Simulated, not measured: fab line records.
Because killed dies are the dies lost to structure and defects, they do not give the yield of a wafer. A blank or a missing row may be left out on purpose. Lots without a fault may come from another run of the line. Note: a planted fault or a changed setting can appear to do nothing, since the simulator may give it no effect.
8D (eight disciplines) problem report, filled in by code    flow ritCmos    the parts of the form that need people (team, actions taken, sign-off) are left out

## 1. THE ISSUE
Wafers without a fault read 0.1, standard deviation 0.35; killedAtContacts at RIT_M1_PROBE_99 reads a mean of 256.5 on 2 wafers belonging to 2 lots. That is +99 or more standard deviations from the usual mean.
Seen first at day 5 23:17 on prober-01, wafer L463.2. At this step, 25 wafers from 9 lots have a number in the record. Rule for "out" (also "out of limits"): further than 4 standard deviations from the usual mean. All remaining wafers that have a number are taken as sound.

## 2. WHAT IT IS AND WHAT IT IS NOT
question                     is                                         is not
which readings at this step  killedAtContacts, killedDies, killedOnRim  killedAtFrontEnd, killedOpen, killedShort
which lots                   L463, L465                                 L452, L460, L462, L468, L470, L472, L474
which wafers of those lots   L463.2, L465.3                             L463.3, L463.4, L465.4, L465.5
read on which tools          prober-01                                  prober-02
when                         from day 5 23:17                           up to then (7 sound wafers); but 16 sound wafers of L463, L465, L468, L470, L472, L474 came after

## 3. WHAT RULES OUT EACH SUSPECT
Counting: any tool at a process step up to the reading remains a suspect provided it ran every lot that is out. Sound lots after the first of them don't rule it out here, since some wafers of a struck lot are sound.
- rieDiel-01 at RIT_CONTACT_ETCH_11 (etches SiO2 in CHF3/CF4/Ar, stops on TiSi2, target depth 480 nm, time 320 s): kept. It processed each lot that is out (first: L463, day 5 18:22); up to then, its last sound lot is L460 (day 5 07:23).
- prober-01 at RIT_M1_PROBE_99: kept. It ran every lot that is out, first L463 (day 5 23:17). Its own readings are out on those wafers: killedAtContacts, killedDies, killedOnRim.
- Within rieDiel-01 at RIT_CONTACT_ETCH_11: the wafers that are out ran in chamber 2; their sound lot-mates ran in chambers 0, 1, 3.
The count leaves prober-01 at RIT_M1_PROBE_99 and rieDiel-01 at RIT_CONTACT_ETCH_11.

## 4. THE CAUSE (what the simulator had put in)
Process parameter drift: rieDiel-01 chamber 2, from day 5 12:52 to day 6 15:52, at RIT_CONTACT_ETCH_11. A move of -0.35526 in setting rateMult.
Counting leaves 2 suspects; this tool is one of them.

## 5. SEQUENCE OF EFFECTS, ordered by route
Rows list readings where the struck wafers' mean (over those with a number) sits beyond 3 standard deviations from the usual. Only readings for which the record gives a usual standard deviation are gone through. hours: the time from each lot's start at the first step in this table that gives one to its start at this step, as a median over the lots. sigmas: the change in usual standard deviations.
hours  step             reading           usual  on struck wafers  change  sigmas
0      RIT_M1_PROBE_99  killedAtContacts  0.1    256.5             +256.4  +99 or more
0      RIT_M1_PROBE_99  killedDies        7.0    264.0             +257.0  +92
0      RIT_M1_PROBE_99  killedOnRim       1.8    70.0              +68.2   +52
The process steps in it:
- RIT_M1_PROBE_99

## 6. HOW IT WOULD HAVE BEEN CAUGHT EARLIER
10 hours passed between the start of the fault at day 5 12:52 and the first reading out of limits in this record, taken at day 5 23:17.
Of the tool readings at RIT_CONTACT_ETCH_11 for which the record gives a usual standard deviation, none was out on any struck wafer, so an alarm limit of 4 standard deviations on them would not have fired.
Of the lots that are out (2), L465 began RIT_CONTACT_ETCH_11 on rieDiel-01 after day 5 23:17. Putting the tool on hold at that point would have spared it.
